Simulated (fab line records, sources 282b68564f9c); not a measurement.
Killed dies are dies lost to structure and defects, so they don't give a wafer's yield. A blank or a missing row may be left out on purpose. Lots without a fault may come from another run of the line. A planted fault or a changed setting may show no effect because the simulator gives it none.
Which tool did it? | flow rit_cmos | 7 lots, 21 wafers sampled, at 3 steps of a route of 202

WHAT THE GAUGES READ, wafer by wafer
RIT_NSD_TW_MEAS_10.
lot  | measured    | on            | NSD_TW
L912 | day 3 16:13 | film_metro-03 | 3158 3162 3172
L915 | day 4 08:27 | film_metro-03 | 3151 3155 3156
L917 | day 4 19:35 | film_metro-01 | 3156 3167 3166
L920 | day 5 14:32 | film_metro-03 | 3159 3144 3147
L926 | day 6 18:44 | film_metro-01 | 3161 3151 3160
L928 | day 7 00:44 | film_metro-03 | 3152 3150 3166
L932 | day 7 21:48 | film_metro-03 | 3142 3163 3144

WHICH TOOL RAN EACH LOT (tool, then ch and the chambers of the sampled wafers, then the start)
lot  | RIT_PWELL_STRIP_09                  | RIT_NSD_IMPLANT_08
L912 | plasma_asher-01 ch 0,1, day 2 15:08 | implanter-03 ch 0, day 3 15:55
L915 | plasma_asher-03 ch 0,1, day 3 05:53 | implanter-02 ch 0, day 4 08:07
L917 | plasma_asher-03 ch 1, day 3 15:58   | implanter-01 ch 0, day 4 19:17
L920 | plasma_asher-01 ch 0,1, day 4 10:45 | implanter-01 ch 0, day 5 14:13
L926 | plasma_asher-04 ch 0,1, day 5 14:21 | implanter-03 ch 0, day 6 18:26
L928 | plasma_asher-01 ch 0,1, day 5 23:03 | implanter-01 ch 0, day 7 00:27
L932 | plasma_asher-04 ch 0,1, day 6 18:18 | implanter-01 ch 0, day 7 21:31
- RIT_PWELL_STRIP_09: strips in O2, time 180 s.
- RIT_NSD_IMPLANT_08

THE ANSWER, worked out from the rows above alone
Rule: what is usual is taken from the lots themselves. Put in order of their means at a reading, lots are off if they are a third of the lots or fewer, leave a main group of 4 or more, and stand apart from it by a gap of 3 or more times the standard deviation of the main group's means; of several such gaps the widest counts. A main group whose means are all the same, to the digits that the tables above print for the reading, isn't used. A lot without any number at a reading at which 4 lots or more have one is off too. The other lots that the step has rows for count as sound.
No lot is off at any reading shown: from this, nothing can be told.

WHAT THE SIMULATOR HAD PUT IN
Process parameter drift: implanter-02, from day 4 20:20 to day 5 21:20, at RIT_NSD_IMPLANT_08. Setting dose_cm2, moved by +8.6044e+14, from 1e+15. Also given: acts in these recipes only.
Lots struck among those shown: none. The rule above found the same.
